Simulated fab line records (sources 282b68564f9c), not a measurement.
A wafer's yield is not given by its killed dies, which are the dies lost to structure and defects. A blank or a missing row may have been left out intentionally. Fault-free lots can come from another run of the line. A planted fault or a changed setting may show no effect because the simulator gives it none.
Comparing a struck lot with a sound one | flow ritCmos | 43 steps out of a route of 202
Sound: the wafers L279.2, L279.4, L279.5. The struck wafers were L287.3, L287.4, L287.6. At the end, the cause is stated.
Per side, at each step with rows, come the tool, then ch with its chambers, and then its first start. Under that, the readings that differ: sound wafers | struck wafers | difference of the means | sigmas: that difference in standard deviations of wafers without a fault.
alike: same words and numbers on both sides, and readings whose means sit less than 2 such deviations apart. not compared: any withheld reading, any reading some wafer has no value for, any bound like >300 that may hide the same value, and any number with overlapping values for which the record gives no deviation.
The two part at a step that has a row with sigmas, a row that says differs or no value, or rows on one side only. When numbers do not overlap yet have no deviation, they are printed without sigmas and do not part them. A reading missing from all wafers of one side parts the sides only when that side holds two or more wafers.

first, 2 steps without rows for these wafers: RIT_NLDD_HARDBAKE_07 (time 60 s); RIT_NLDD_IMPLANT_08.
RIT_NLDD_STRIP_09: strips in O2, time 180 s.
  sound on plasmaAsher-01 ch 0,1, day 4 11:26; struck on plasmaAsher-01 ch 0,1, day 5 23:40
  alike: drypumpMotorCurrentA
  not compared: rfHoursCounterH
RIT_NLDD_TW_MEAS_10:
  sound on filmMetro-02, day 4 11:37; struck on filmMetro-03, day 5 23:49
  alike: NLDD_TW
then, 6 steps without rows for these wafers: RIT_PLDD_HMDS_00 (prime time 60 s); RIT_PLDD_COAT_01 (resist thk 1000 nm); RIT_PLDD_SOFTBAKE_02 (time 60 s); RIT_PLDD_EXPOSE_03 (exposes mask M8, target cd 40900 nm); RIT_PLDD_PEB_04; RIT_PLDD_DEVELOP_05 (develop time 50 s).
RIT_PLDD_OVL_MEAS_06:
  sound on overlay-02, day 4 12:32; struck on overlay-02, day 6 00:50
  alike: PLDD_OVL
then, 1 step without rows for these wafers: RIT_PLDD_HARDBAKE_07 (time 60 s).
RIT_PLDD_IMPLANT_08:
  sound on implanter-04 ch 0, day 4 12:45; struck on implanter-04 ch 0, day 6 01:04
reading          | sound                         | struck                           | difference  | sigmas
beamOnS (s)      | 9.81 10.05 9.33               | 10.07 10.16 10.12                | +0.39       | +2
doseIonsCm2      | 9.006e+14 9.011e+14 9.004e+14 | 1.2632e+15 1.2638e+15 1.2625e+15 | +3.6247e+14 | +99 or more
faradayCurrentUA | 2868 2825 2998                | 3917 3904 3920                   | +1017       | +20
RIT_PLDD_STRIP_09: strips in O2, time 180 s.
  sound on plasmaAsher-03 ch 0,1, day 4 12:53; struck on plasmaAsher-01 ch 0,1, day 6 01:13
  alike: drypumpMotorCurrentA
  not compared: rfHoursCounterH
RIT_PLDD_TW_MEAS_10:
  sound on filmMetro-02, day 4 13:04; struck on filmMetro-04, day 6 01:35
reading | sound          | struck         | difference | sigmas
PLDD_TW | 2326 2323 2329 | 2576 2572 2578 | +249       | +9
  not compared: hold
then, 3 steps without rows for these wafers: RIT_SPACER_CLEAN_01 (cleans in dHF, time 30 s); RIT_SPACER_CLEAN_02 (cleans in SC2, time 600 s); RIT_SPACER_CVD_03 (deposits Si3N4 from SiH2Cl2/NH3, target thk 250 nm, time 3300 s).
RIT_SPACER_THK_MEAS_04:
  sound on filmMetro-02, day 4 15:24; struck on filmMetro-02, day 6 06:21
  alike: SPACER_NITRIDE_THK
RIT_SPACER_ETCHBACK_05: etches Si3N4 in SF6/CHF3, stops on SiO2, target depth 250 nm, time 240 s.
  sound on rieDiel-04 ch 1,2, day 4 15:27; struck on rieDiel-04 ch 0,2,3, day 6 06:23
  alike: SF6_flow_sccm, drypumpMotorCurrentA, oesProductAu, throttleValvePct
  not compared: rfHoursCounterH
then, 6 steps without rows for these wafers: RIT_NSD_HMDS_00 (prime time 60 s); RIT_NSD_COAT_01 (resist thk 1000 nm); RIT_NSD_SOFTBAKE_02 (time 60 s); RIT_NSD_EXPOSE_03 (exposes mask M9, target cd 40700 nm); RIT_NSD_PEB_04; RIT_NSD_DEVELOP_05 (develop time 50 s).
RIT_NSD_OVL_MEAS_06:
  sound on overlay-02, day 4 16:35; struck on overlay-02, day 6 07:29
  alike: NSD_OVL
then, 2 steps without rows for these wafers: RIT_NSD_HARDBAKE_07 (time 60 s); RIT_NSD_IMPLANT_08.
RIT_NSD_STRIP_09: strips in O2, time 180 s.
  sound on plasmaAsher-04 ch 1, day 4 16:55; struck on plasmaAsher-02 ch 0,1, day 6 07:56
  alike: drypumpMotorCurrentA
  not compared: rfHoursCounterH
RIT_NSD_TW_MEAS_10:
  sound on filmMetro-03, day 4 17:06; struck on filmMetro-03, day 6 08:05
  alike: NSD_TW
then, 6 steps without rows for these wafers: RIT_PSD_HMDS_00 (prime time 60 s); RIT_PSD_COAT_01 (resist thk 1000 nm); RIT_PSD_SOFTBAKE_02 (time 60 s); RIT_PSD_EXPOSE_03 (exposes mask M10, target cd 40900 nm); RIT_PSD_PEB_04; RIT_PSD_DEVELOP_05 (develop time 50 s).
RIT_PSD_OVL_MEAS_06:
  sound on overlay-02, day 4 18:01; struck on overlay-02, day 6 09:10
reading      | sound          | struck      | difference | sigmas
PSD_OVL (nm) | -1.2 -1.6 -2.0 | 1.3 0.8 0.7 | +2.5       | +2
then, 2 steps without rows for these wafers: RIT_PSD_HARDBAKE_07 (time 60 s); RIT_PSD_IMPLANT_08.
RIT_PSD_STRIP_09: strips in O2, time 180 s.
  sound on plasmaAsher-03 ch 0,1, day 4 18:20; struck on plasmaAsher-02 ch 0,1, day 6 09:33
  alike: drypumpMotorCurrentA
  not compared: rfHoursCounterH
RIT_SDANNEAL_RS_MEAS_06: measures by four-point-probe.
  sound on filmMetro-03, day 4 19:16; struck on filmMetro-03, day 6 11:36
reading          | sound             | struck            | difference | sigmas
PLDD_RS (ohm/sq) | 177.7 178.6 178.2 | 160.5 160.3 159.7 | -18.0      | -30
  not compared: hold
RIT_M1_PROBE_99:
  sound on prober-01, day 5 02:28; struck on prober-01, day 6 21:41
  alike: killedAtContacts, killedAtFrontEnd, killedDies, killedOpen, killedShort

== WHERE THEY PART ==
First at RIT_PLDD_IMPLANT_08; last, within this record, at RIT_SDANNEAL_RS_MEAS_06. Later steps at which nothing parts them and some readings are alike: RIT_M1_PROBE_99.

WHY: whatever the simulator had introduced
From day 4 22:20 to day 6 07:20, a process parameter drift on implanter-04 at RIT_PLDD_IMPLANT_08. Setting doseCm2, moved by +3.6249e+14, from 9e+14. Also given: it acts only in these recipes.
